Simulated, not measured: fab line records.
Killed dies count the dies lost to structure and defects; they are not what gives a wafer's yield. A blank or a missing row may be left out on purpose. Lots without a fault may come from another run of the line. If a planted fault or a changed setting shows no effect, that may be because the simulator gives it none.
Which tool is to blame? || flow ritCmos || 39 wafers from 13 lots sampled at 2 of the route's 202 steps

WHAT EACH GAUGE READ, for each wafer
RIT_GATE_CD_MEAS_16 targets a cd of 150 nm. Usual: cdNm reads 149.6 nm (standard deviation 2.7).
{"lot": "L470", "measured": "day 2 16:18", "on": "cdSem-01", "cdNm (nm)": "146.2 149.5 147.1", "flag": ""}
{"lot": "L473", "measured": "day 3 06:49", "on": "cdSem-02", "cdNm (nm)": "153.4 152.9 152.9", "flag": ""}
{"lot": "L474", "measured": "day 3 09:29", "on": "cdSem-01", "cdNm (nm)": "139.7 136.0 139.6", "flag": "OFF"}
{"lot": "L477", "measured": "day 4 01:03", "on": "cdSem-02", "cdNm (nm)": "150.0 149.5 147.4", "flag": ""}
{"lot": "L482", "measured": "day 5 04:09", "on": "cdSem-01", "cdNm (nm)": "145.9 145.0 146.2", "flag": ""}
{"lot": "L483", "measured": "day 5 09:20", "on": "cdSem-01", "cdNm (nm)": "149.6 148.9 147.3", "flag": ""}
{"lot": "L484", "measured": "day 5 13:23", "on": "cdSem-01", "cdNm (nm)": "146.5 149.2 148.1", "flag": ""}
{"lot": "L485", "measured": "day 5 16:17", "on": "cdSem-02", "cdNm (nm)": "145.0 144.7 145.3", "flag": ""}
{"lot": "L486", "measured": "day 5 21:04", "on": "cdSem-01", "cdNm (nm)": "152.4 150.8 150.7", "flag": ""}
{"lot": "L488", "measured": "day 6 08:08", "on": "cdSem-02", "cdNm (nm)": "147.6 148.7 148.6", "flag": ""}
{"lot": "L489", "measured": "day 6 16:36", "on": "cdSem-02", "cdNm (nm)": "149.9 147.9 149.3", "flag": ""}
{"lot": "L490", "measured": "day 6 21:05", "on": "cdSem-01", "cdNm (nm)": "147.9 146.1 147.9", "flag": ""}
{"lot": "L492", "measured": "day 7 04:41", "on": "cdSem-02", "cdNm (nm)": "152.1 153.1 153.8", "flag": ""}

TOOL THAT RAN EACH LOT (tool first, then ch and the chambers of the sampled wafers, then the start)
{"lot": "L470", "RIT_GATE_EXPOSE_13": "ilineStepper-02 ch 0, day 2 15:54"}
{"lot": "L473", "RIT_GATE_EXPOSE_13": "ilineStepper-02 ch 0, day 3 06:22"}
{"lot": "L474", "RIT_GATE_EXPOSE_13": "ilineStepper-02 ch 0, day 3 09:05"}
{"lot": "L477", "RIT_GATE_EXPOSE_13": "ilineStepper-01 ch 0, day 4 00:35"}
{"lot": "L482", "RIT_GATE_EXPOSE_13": "ilineStepper-01 ch 0, day 5 03:45"}
{"lot": "L483", "RIT_GATE_EXPOSE_13": "ilineStepper-02 ch 0, day 5 08:56"}
{"lot": "L484", "RIT_GATE_EXPOSE_13": "ilineStepper-01 ch 0, day 5 12:59"}
{"lot": "L485", "RIT_GATE_EXPOSE_13": "ilineStepper-01 ch 0, day 5 15:53"}
{"lot": "L486", "RIT_GATE_EXPOSE_13": "ilineStepper-02 ch 0, day 5 20:40"}
{"lot": "L488", "RIT_GATE_EXPOSE_13": "ilineStepper-01 ch 0, day 6 07:38"}
{"lot": "L489", "RIT_GATE_EXPOSE_13": "ilineStepper-02 ch 0, day 6 16:12"}
{"lot": "L490", "RIT_GATE_EXPOSE_13": "ilineStepper-01 ch 0, day 6 20:41"}
{"lot": "L492", "RIT_GATE_EXPOSE_13": "ilineStepper-02 ch 0, day 7 04:17"}
- RIT_GATE_EXPOSE_13: exposes mask M6, target cd 150 nm.

AS READ BY THE TOOLS THEMSELVES (means over the sampled wafers that have a number; for cases with no such wafer, the mark the record gives instead)
The record holds no such reading with a usual standard deviation.

THE ANSWER, worked out from the rows above alone
Rule: a lot is off if the mean of its wafers that have a number lies more than 3 standard deviations from the usual mean. Also off: a lot with no number at a reading for which 4 or more lots have one. Any other lot the step has rows for is counted as sound. After the gauges, taken in route order, come the tools' own readings; for these a lot's mean is taken, as printed above. The first step at which some lot is off is used, and at that step the reading that is off furthest; a lot without a number counts as furthest.
Off: L474 (RIT_GATE_CD_MEAS_16, cdNm).
A tool fits if, at a process step before that reading, it ran every lot that is off, and no sound lot after the first of them. Gauges at RIT_GATE_CD_MEAS_16: tried the same way as those tools. Not one of the candidates tried fits.

WHAT THE SIMULATOR PUT IN
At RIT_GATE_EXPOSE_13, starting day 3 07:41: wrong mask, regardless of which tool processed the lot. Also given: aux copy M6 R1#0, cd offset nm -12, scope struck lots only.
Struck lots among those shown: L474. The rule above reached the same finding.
